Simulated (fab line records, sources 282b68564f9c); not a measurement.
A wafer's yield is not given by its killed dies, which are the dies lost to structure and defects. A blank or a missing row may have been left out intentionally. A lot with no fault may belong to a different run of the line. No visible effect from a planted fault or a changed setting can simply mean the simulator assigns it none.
Split-lot experiment | flow ritCmos | 23 wafers read from 5 lots, route of 202 steps

## THE SPLIT
At RIT_NWELL_SOFTBAKE_02 (time 60 s), the setting tempC was moved away from the recipe's 90 C on 8 of the 23 wafers read, by -3.6% to -2.3%. This setting was run at the recipe's value on the other wafers.

## FROM THE SPLIT TO THE READING: what the file shows between them, 2 steps
- RIT_NWELL_EXPOSE_03: exposes mask M2, target cd 43900 nm
- RIT_NWELL_PEB_04

## THE READING
NOVOLAK_of_NWELL_COAT_01.thkNm (the simulator's own value, which no gauge read), in nm, at RIT_NWELL_DEVELOP_05 (develop time 68 s). No usual value for it is given in the file. Across the 15 wafers here that went through the recipe, the average is 1304 nm and the standard deviation 2.8 nm.

wafer  | tool, chamber at the split | tempC as run, C | against the recipe | NOVOLAK_of_NWELL_COAT_01.thkNm, nm | against lot-mates on the recipe
L074.1 | lithoTrack-02, 0           | 90              | recipe             | 1304                               | -
L074.3 | lithoTrack-02, 0           | 90              | recipe             | 1303                               | -
L074.4 | lithoTrack-02, 0           | 90              | recipe             | 1305                               | -
L074.5 | lithoTrack-02, 0           | 90              | recipe             | 1305                               | -
L074.6 | lithoTrack-02, 0           | 90              | recipe             | 1305                               | -
L076.1 | lithoTrack-04, 0           | 86.79           | -3.6%              | 1321                               | +14
L076.2 | lithoTrack-04, 0           | 90              | recipe             | 1307                               | -
L076.3 | lithoTrack-04, 0           | 90              | recipe             | 1305                               | -
L076.4 | lithoTrack-04, 0           | 90              | recipe             | 1310                               | -
L076.5 | lithoTrack-04, 0           | 86.79           | -3.6%              | 1320                               | +13
L082.1 | lithoTrack-04, 0           | 87.89           | -2.3%              | 1307                               | +4
L082.2 | lithoTrack-04, 0           | 90              | recipe             | 1303                               | -
L082.4 | lithoTrack-04, 0           | 87.89           | -2.3%              | 1306                               | +4
L082.5 | lithoTrack-04, 0           | 87.89           | -2.3%              | 1305                               | +2
L082.6 | lithoTrack-04, 0           | 90              | recipe             | 1302                               | -
L083.1 | lithoTrack-04, 0           | 87.41           | -2.9%              | 1317                               | +10
L083.3 | lithoTrack-04, 0           | 87.41           | -2.9%              | 1317                               | +10
L083.4 | lithoTrack-04, 0           | 90              | recipe             | 1306                               | -
L083.5 | lithoTrack-04, 0           | 87.41           | -2.9%              | 1321                               | +14
L083.6 | lithoTrack-04, 0           | 90              | recipe             | 1307                               | -
L085.2 | lithoTrack-03, 0           | 90              | recipe             | 1303                               | -
L085.3 | lithoTrack-03, 0           | 90              | recipe             | 1299                               | -
L085.6 | lithoTrack-03, 0           | 90              | recipe             | 1299                               | -

THE FIT
A straight line over all 23 wafers: NOVOLAK_of_NWELL_COAT_01.thkNm changes by -3.88 nm for each +1% of tempC; r = -0.82; the points scatter about the line by 3.9 nm.
The same after taking each lot's own level away (the mean of its wafers on the recipe; 23 wafers): -3.37 nm for each +1%; r = -0.90; scatter 2.3 nm.
Per that fit: largest tempC move, reading shift of 12 nm.
Across the lots, their own levels run from 1300.3 to 1307.3 nm, a range of 2.5 times the standard deviation given above.
So the slope is not independent of the lot-to-lot level: the two fits are not the same.
Check: with one of the wafers moved furthest among these (-3.6%) left out of the fit, the line predicts +11.4 nm for it against its lot-mates. Against them it came out at +13.7 nm.

## THE OTHER SPLITS THESE WAFERS WENT THROUGH
These wafers also went through other splits before the reading. Each is held against what the fit with the lots' levels taken away leaves over:
other split on the same wafers | wafers away from the commonest value | r with NOVOLAK_of_NWELL_COAT_01.thkNm (lot level and that fit taken away)
RIT_ACTIVE_OXIDATION_01 tempC  | 18                                   | -0.08
RIT_ACTIVE_HARDBAKE_12 tempC   | 9                                    | -0.18

## THE FILE'S OWN FIT
NOVOLAK_of_NWELL_COAT_01.thkNm changes by -3.41 nm for each +1% of tempC, r = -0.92.
